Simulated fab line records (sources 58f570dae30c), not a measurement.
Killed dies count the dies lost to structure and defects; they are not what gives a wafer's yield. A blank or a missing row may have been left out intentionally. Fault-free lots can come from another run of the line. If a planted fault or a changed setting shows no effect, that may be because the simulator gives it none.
fab line records | flow berkeleyCmos170
record lots=14 | wafers=42 | lastDay=11
route steps=331 shown NWELL@26 PWELL@47 GATE@141
lots with no fault: from the same line, run without faults
startH: the number of hours between the record's first day and the start of the first shown wafer of the lot | waitH: hours from the lot's prior step to this one | " unchanged from the row above | L1.1+2: a row that stands for several wafers | - either no value or no given start | * or withheld: withheld | < > ~ a bound
route shown NAME@n: names a module that has steps shown in the file, with the first one's number in the route | usual: the fault-free wafers' mean and standard deviation | same: alike in all rows | chamber/n: place in a boat | sites: each site's reading | _std_site: the values' standard deviation | _edge_site: the outer-site mean with the inner-site mean subtracted | radiusMm: for every site, how far away it sits from the centre of the wafer | mask NAME#n: copy n | behind: the most recent tool/chamber to have shaped the wafer | hold: reason for holding the lot/hours on hold/outcome of the hold | device: the n, p or np transistor that did not switch | end of line: the tests these same wafers got at the end of their route | a step with no rows: only its recipe | killed: at the first sort, the dies lost to defects and structure; wafer yield is something else | map: the dies of a wafer, with x for killed, . for not killed, _ for no die there
set.NAME: setting as actually run; set.NAME@STEP: the setting as run at that earlier step | model.NAME: the simulator's own value behind a step, which no gauge read
the route's steps for a sample of lots (tables are steps, rows are wafers)
services: from which hour (startH, from the record's first day; less than 0 if before it) a tool's chamber was out of use, for how many hours, and why
## steps
# step UCB170_NWELL_OVL_MEAS_12
# usual NWELL_OVL=-4/5.9
lot.wafer | tool       | chamber | startH | waitH | NWELL_OVL[nm]
L763.3    | overlay-02 | -       | 30.13  | -     | -6
L763.4    | "          | -       | "      | "     | -19
L763.5    | "          | -       | "      | "     | -5
L764.2    | overlay-01 | -       | 34.72  | -     | -1
L764.4    | "          | -       | "      | "     | -1
L764.6    | "          | -       | "      | "     | -4
L765.1    | overlay-01 | -       | 39.14  | -     | -6
L765.5    | "          | -       | "      | "     | -6
L765.6    | "          | -       | "      | "     | -10
L766.3    | overlay-02 | -       | 42.31  | -     | -4
L766.5    | "          | -       | "      | "     | -5
L766.6    | "          | -       | "      | "     | -5
L767.1    | overlay-01 | -       | 52.02  | -     | -5
L767.5    | "          | -       | "      | "     | -1
L767.6    | "          | -       | "      | "     | 4
L768.1    | overlay-02 | -       | 52.17  | -     | 1
L768.3    | "          | -       | "      | "     | 2
L768.6    | "          | -       | "      | "     | -1
L772.1    | overlay-01 | -       | 74.96  | -     | -15
L772.4    | "          | -       | "      | "     | -6
L772.6    | "          | -       | "      | "     | -9
L773.2    | overlay-02 | -       | 84.24  | -     | -10
L773.3    | "          | -       | "      | "     | -9
L773.5    | "          | -       | "      | "     | -7
L774.2    | overlay-02 | -       | 89.21  | -     | 3
L774.4    | "          | -       | "      | "     | 7
L774.5    | "          | -       | "      | "     | 2
L775.1    | overlay-01 | -       | 97.81  | -     | -10
L775.3    | "          | -       | "      | "     | -5
L775.6    | "          | -       | "      | "     | 3
L776.3    | overlay-02 | -       | 99.96  | -     | 5
L776.4    | "          | -       | "      | "     | -7
L776.6    | "          | -       | "      | "     | -2
L777.2    | overlay-02 | -       | 106.32 | -     | 1
L777.3    | "          | -       | "      | "     | -10
L777.6    | "          | -       | "      | "     | 5
L782.1    | overlay-02 | -       | 126.89 | -     | -12
L782.2    | "          | -       | "      | "     | 0
L782.6    | "          | -       | "      | "     | 6
L781.1    | overlay-01 | -       | 127.01 | -     | -3
L781.3    | "          | -       | "      | "     | -10
L781.4    | "          | -       | "      | "     | -6
# step UCB170_NWELL_STRIP_15
# recipe chemistry=O2 | powerW=400 | pressureMtorr=3500 | platenTempC=withheld | o2FlowSccm=400 | overashFraction=0.5
# usual drypumpMotorCurrentA=5.7/0.44 | oesProductAu=0.721/0.0047 | stripTimeToEndpointS=18.04/0.076
lot.wafer | tool           | chamber | startH | waitH | drypumpMotorCurrentA | oesProductAu | rfHoursCounterH | stripTimeToEndpointS
L763.3    | plasmaAsher-01 | 0       | 30.44  | 0.1   | 5.9                  | 0.728        | -               | 17.95
L763.4    | "              | 1       | "      | "     | 6.5                  | 0.728        | -               | 17.92
L763.5    | "              | 1       | "      | "     | 6.5                  | 0.719        | -               | 17.91
L764.2    | plasmaAsher-04 | 0       | 35.00  | 0.1   | 5.9                  | 0.728        | 31              | 18.03
L764.4    | "              | 0       | "      | "     | 5.9                  | 0.714        | -               | 18.11
L764.6    | "              | 1       | "      | "     | 5.0                  | 0.718        | -               | 18.13
L765.1    | plasmaAsher-01 | 1       | 39.42  | 0.1   | 6.4                  | 0.716        | 33              | 18.08
L765.5    | "              | 1       | "      | "     | 6.5                  | 0.722        | -               | 18.11
L765.6    | "              | 0       | "      | "     | 5.9                  | 0.718        | -               | 18.12
L766.3    | plasmaAsher-03 | 0       | 42.62  | 0.1   | 5.6                  | 0.715        | -               | 18.02
L766.5    | "              | 1       | "      | "     | 5.5                  | 0.722        | -               | 18.16
L766.6    | "              | 0       | "      | "     | 5.6                  | 0.722        | -               | 18.05
L767.1    | plasmaAsher-01 | 1       | 52.31  | 0.1   | 6.5                  | 0.731        | 34              | 18.17
L767.5    | "              | 1       | "      | "     | 6.5                  | 0.720        | -               | 18.03
L767.6    | "              | 0       | "      | "     | 5.9                  | 0.714        | -               | 18.10
L768.1    | plasmaAsher-03 | 0       | 52.46  | 0.1   | 5.6                  | 0.716        | 25              | 18.14
L768.3    | "              | 0       | "      | "     | 5.6                  | 0.720        | -               | 18.14
L768.6    | "              | 1       | "      | "     | 5.5                  | 0.724        | -               | 18.02
L772.1    | plasmaAsher-04 | 1       | 75.25  | 0.1   | 5.0                  | 0.722        | 36              | 18.10
L772.4    | "              | 1       | "      | "     | 5.0                  | 0.723        | -               | 18.09
L772.6    | "              | 1       | "      | "     | 5.0                  | 0.726        | -               | 18.03
L773.2    | plasmaAsher-01 | 0       | 84.52  | 0.1   | 5.9                  | 0.725        | 36              | 17.95
L773.3    | "              | 1       | "      | "     | 6.5                  | 0.721        | -               | 18.06
L773.5    | "              | 1       | "      | "     | 6.4                  | 0.725        | -               | 18.05
L774.2    | plasmaAsher-01 | 1       | 89.49  | 0.1   | 6.5                  | 0.720        | 37              | 17.96
L774.4    | "              | 0       | "      | "     | 5.9                  | 0.712        | -               | 17.97
L774.5    | "              | 0       | "      | "     | 5.9                  | 0.720        | -               | 18.03
L775.1    | plasmaAsher-01 | 1       | 98.10  | 0.1   | 6.4                  | 0.725        | 38              | 18.06
L775.3    | "              | 1       | "      | "     | 6.5                  | 0.721        | -               | 18.04
L775.6    | "              | 0       | "      | "     | 5.9                  | 0.724        | -               | 18.06
L776.3    | plasmaAsher-03 | 1       | 100.27 | 0.1   | 5.5                  | 0.721        | -               | 18.16
L776.4    | "              | 0       | "      | "     | 5.6                  | 0.720        | -               | 18.13
L776.6    | "              | 1       | "      | "     | 5.6                  | 0.721        | -               | 18.12
L777.2    | plasmaAsher-03 | 0       | 106.60 | 0.1   | 5.6                  | 0.729        | 32              | 18.04
L777.3    | "              | 1       | "      | "     | 5.5                  | 0.717        | -               | 18.06
L777.6    | "              | 1       | "      | "     | 5.5                  | 0.726        | -               | 18.00
L782.1    | plasmaAsher-04 | 0       | 127.18 | 0.1   | 5.9                  | 0.721        | 43              | 18.17
L782.2    | "              | 1       | "      | "     | 5.0                  | 0.719        | 43              | 18.02
L782.6    | "              | 0       | "      | "     | 5.9                  | 0.719        | -               | 18.01
L781.1    | plasmaAsher-03 | 1       | 127.30 | 0.1   | 5.5                  | 0.726        | 34              | 17.97
L781.3    | "              | 0       | "      | "     | 5.6                  | 0.712        | -               | 17.95
L781.4    | "              | 1       | "      | "     | 5.5                  | 0.720        | -               | 17.96
# step UCB170_PWELL_OVL_MEAS_13
# usual PWELL_OVL=0/5.9
lot.wafer | tool       | chamber | startH | waitH | PWELL_OVL[nm]
L763.3    | overlay-01 | -       | 46.24  | -     | 2
L763.4    | "          | -       | "      | "     | 8
L763.5    | "          | -       | "      | "     | -1
L764.2    | overlay-01 | -       | 50.25  | -     | -3
L764.4    | "          | -       | "      | "     | -3
L764.6    | "          | -       | "      | "     | -4
L765.1    | overlay-02 | -       | 55.13  | -     | -1
L765.5    | "          | -       | "      | "     | 6
L765.6    | "          | -       | "      | "     | -1
L766.3    | overlay-02 | -       | 61.91  | -     | 2
L766.5    | "          | -       | "      | "     | 9
L766.6    | "          | -       | "      | "     | 9
L767.1    | overlay-02 | -       | 71.33  | -     | 3
L767.5    | "          | -       | "      | "     | 2
L767.6    | "          | -       | "      | "     | 2
L768.1    | overlay-02 | -       | 71.60  | -     | 1
L768.3    | "          | -       | "      | "     | -12
L768.6    | "          | -       | "      | "     | -11
L772.1    | overlay-01 | -       | 94.33  | -     | 6
L772.4    | "          | -       | "      | "     | -2
L772.6    | "          | -       | "      | "     | -1
L773.2    | overlay-01 | -       | 102.07 | -     | -1
L773.3    | "          | -       | "      | "     | 4
L773.5    | "          | -       | "      | "     | -3
L774.2    | overlay-02 | -       | 109.28 | -     | -5
L774.4    | "          | -       | "      | "     | -4
L774.5    | "          | -       | "      | "     | 2
L776.3    | overlay-02 | -       | 118.64 | -     | -3
L776.4    | "          | -       | "      | "     | -1
L776.6    | "          | -       | "      | "     | -4
L775.1    | overlay-01 | -       | 118.90 | -     | -9
L775.3    | "          | -       | "      | "     | -3
L775.6    | "          | -       | "      | "     | -2
L777.2    | overlay-02 | -       | 127.75 | -     | 4
L777.3    | "          | -       | "      | "     | -7
L777.6    | "          | -       | "      | "     | -3
L782.1    | overlay-01 | -       | 140.88 | -     | 0
L782.2    | "          | -       | "      | "     | 3
L782.6    | "          | -       | "      | "     | -13
L781.1    | overlay-02 | -       | 141.02 | -     | -13
L781.3    | "          | -       | "      | "     | -12
L781.4    | "          | -       | "      | "     | -11
# step UCB170_GATE_ETCH_15
# recipe chemistry=HBr/Cl2 | target=poly-Si | stopOn=SiO2 | overEtchFrac=0.3 | icpW=300 | biasW=150 | timeS=56.3 | pressureMtorr=15 | HBr_flow_sccm=150 | Cl2_flow_sccm=50 | targetDepthA=2782
# usual drypumpMotorCurrentA=5.6/0.57 | mfcCl2Sccm=49.98/0.14 | oesProductAu=0.830/0.017 | runLengthS=84.7/0.5 | throttleValvePct=26.55/0.12
lot.wafer | tool     | chamber | startH | waitH | drypumpMotorCurrentA | mfcCl2Sccm | oesProductAu | rfHoursCounterH | runLengthS | throttleValvePct
L763.3    | rieSi-02 | 1       | 129.34 | -     | 5.9                  | 50.04      | 0.816        | 127             | 84.3       | 26.44
L763.4    | "        | 2       | "      | "     | 5.6                  | 50.03      | 0.856        | 23              | 84.9       | 26.73
L763.5    | "        | 0       | "      | "     | 5.7                  | 49.99      | 0.835        | -               | 83.9       | 26.44
L764.2    | rieSi-01 | 1       | 130.75 | -     | 5.0                  | 49.73      | 0.814        | 49              | 84.9       | 26.45
L764.4    | "        | 2       | "      | "     | 4.9                  | 49.96      | 0.820        | -               | 84.4       | 26.64
L764.6    | "        | 0       | "      | "     | 5.0                  | 49.56      | 0.830        | -               | 86.0       | 26.40
L765.1    | rieSi-02 | 0       | 137.38 | -     | 5.7                  | 50.08      | 0.844        | 49              | 83.6       | 26.43
L765.5    | "        | 3       | "      | "     | 6.5                  | 50.20      | 0.827        | -               | 84.2       | 26.65
L765.6    | "        | 2       | "      | "     | 5.6                  | 49.73      | 0.842        | -               | 85.0       | 26.75
L767.1    | rieSi-01 | 2       | 144.92 | -     | 4.9                  | 49.90      | 0.819        | 1               | 84.4       | 26.63
L767.5    | "        | 0       | "      | "     | 5.0                  | 49.91      | 0.833        | -               | 85.1       | 26.41
L767.6    | "        | 2       | "      | "     | 4.9                  | 49.97      | 0.822        | -               | 84.7       | 26.64
L768.1    | rieSi-02 | 2       | 145.17 | -     | 5.5                  | 49.81      | 0.866        | 23              | 85.2       | 26.73
L768.3    | "        | 3       | "      | "     | 6.5                  | 49.99      | 0.834        | 60              | 84.2       | 26.65
L768.6    | "        | 0       | "      | "     | 5.7                  | 50.07      | 0.845        | -               | 83.8       | 26.45
L766.3    | rieSi-01 | 0       | 145.29 | -     | 5.0                  | 50.05      | 0.816        | 25              | 85.3       | 26.40
L766.5    | "        | 2       | "      | "     | 4.9                  | 49.92      | 0.812        | -               | 84.7       | 26.63
L766.6    | "        | 0       | "      | "     | 5.0                  | 50.04      | 0.817        | -               | 85.3       | 26.42
L772.1    | rieSi-01 | 0       | 172.51 | -     | 5.0                  | 49.72      | 0.836        | 25              | 85.5       | 26.42
L772.4    | "        | 1       | "      | "     | 5.0                  | 49.92      | 0.804        | 49              | 85.0       | 26.44
L772.6    | "        | 2       | "      | "     | 4.8                  | 50.17      | 0.819        | -               | 84.9       | 26.64
L773.2    | rieSi-02 | 2       | 175.87 | -     | 5.6                  | 50.13      | 0.865        | 23              | 85.0       | 26.73
L773.3    | "        | 3       | "      | "     | 6.5                  | 49.75      | 0.831        | 60              | 84.7       | 26.64
L773.5    | "        | 3       | "      | "     | 6.5                  | 49.93      | 0.842        | -               | 84.3       | 26.65
L774.2    | rieSi-01 | 3       | 176.15 | -     | 6.3                  | 49.79      | 0.833        | 83              | 84.9       | 26.67
L774.4    | "        | 0       | "      | "     | 5.0                  | 50.05      | 0.821        | 25              | 85.8       | 26.41
L774.5    | "        | 1       | "      | "     | 5.0                  | 49.96      | 0.813        | -               | 85.0       | 26.44
L776.3    | rieSi-02 | 0       | 182.92 | -     | 5.7                  | 49.99      | 0.841        | 49              | 83.9       | 26.43
L776.4    | "        | 3       | "      | "     | 6.5                  | 49.88      | 0.826        | 60              | 84.8       | 26.65
L776.6    | "        | 2       | "      | "     | 5.6                  | 49.72      | 0.857        | -               | 84.8       | 26.74
L775.1    | rieSi-01 | 0       | 183.04 | -     | 5.0                  | 49.85      | 0.825        | 25              | 85.7       | 26.40
L775.3    | "        | 3       | "      | "     | 6.3                  | 49.99      | 0.833        | 83              | 84.8       | 26.67
L775.6    | "        | 0       | "      | "     | 5.0                  | 49.86      | 0.827        | -               | 85.2       | 26.41
L777.2    | rieSi-01 | 0       | 199.93 | -     | 5.0                  | 50.04      | 0.820        | 25              | 85.3       | 26.41
L777.3    | "        | 1       | "      | "     | 5.0                  | 50.21      | 0.812        | 49              | 84.9       | 26.45
L777.6    | "        | 3       | "      | "     | 6.3                  | 50.11      | 0.831        | -               | 85.1       | 26.68
L781.1    | rieSi-01 | 0       | 211.99 | -     | 5.0                  | 49.80      | 1.011        | 25              | 62.7       | 26.43
L781.3    | "        | 2       | "      | "     | 4.9                  | 50.19      | 0.979        | 1               | 62.0       | 26.63
L781.4    | "        | 1       | "      | "     | 5.0                  | 49.83      | 0.969        | 50              | 62.4       | 26.43
L782.1    | rieSi-01 | 0       | 212.46 | -     | 5.0                  | 50.02      | 0.988        | 25              | 62.8       | 26.42
L782.2    | "        | 1       | "      | "     | 5.0                  | 49.98      | 0.978        | 50              | 62.4       | 26.45
L782.6    | "        | 2       | "      | "     | 4.9                  | 50.06      | 0.966        | -               | 62.0       | 26.64
## services
tool           | chamber | startH | hours | kind
plasmaAsher-01 | -       | 54.81  | 14.6  | pm
rieSi-02       | -       | 70.85  | 1.3   | repair
plasmaAsher-01 | -       | 108.75 | 9.0   | pm
plasmaAsher-01 | 0       | 108.75 | 9.0   | ventCycle
plasmaAsher-01 | 1       | 108.75 | 9.0   | ventCycle
rieSi-01       | 3       | 111.28 | 43.1  | repair
plasmaAsher-01 | 0       | 117.75 | -     | clean
plasmaAsher-01 | 1       | 117.75 | -     | clean
rieSi-02       | 1       | 145.90 | -     | clean
rieSi-02       | 1       | 145.90 | 27.0  | scheduledDown
rieSi-02       | 1       | 145.90 | 27.0  | ventCycle
plasmaAsher-04 | -       | 176.20 | 0.8   | repair
## key
firstSign step=UCB170_GATE_ETCH_15 | reading=runLengthS | direction=down | sigmas=45 | usual=* | struck=*
effect step=UCB170_GATE_ETCH_15 | reading=oesProductAu | direction=up | sigmas=8.9 | usual=0.830 | struck=0.982
metAt UCB170_GATE_ETCH_15
struckLots L781,L782
laterRowsLeftOut L781.1,L781.3,L781.4,L782.1,L782.2,L782.6
sortLeftOut L781.1,L781.3,L781.4,L782.1,L782.2,L782.6
testerLeftOut L781,L782
notActingAt UCB170_NWELL_OVL_MEAS_12,UCB170_NWELL_STRIP_15,UCB170_PWELL_OVL_MEAS_13
onsetBetween 199.93 211.99
fault kind=processParameterDrift | tool=rieSi-01 | chamber=- | onsetH=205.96 | steps=UCB170_GATE_ETCH_15 | channel=timeS | offset=* | shape=step | endH=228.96 | stated=*
# testerLeftOut: of these lots the tester's yield and bins aren't shown, on N5 and GAA mostly nor the transistor test; their killed dies are dies lost to structure and defects alone, not to doping, threshold or leakage, so they don't give the yield
# sortLeftOut: the simulated sort isn't trusted on such a fault, so these wafers' sort isn't shown, and their yield isn't known
# laterRowsLeftOut: the simulator's readings of these wafers behind a module that went badly wrong aren't trusted and aren't shown, but for the sort
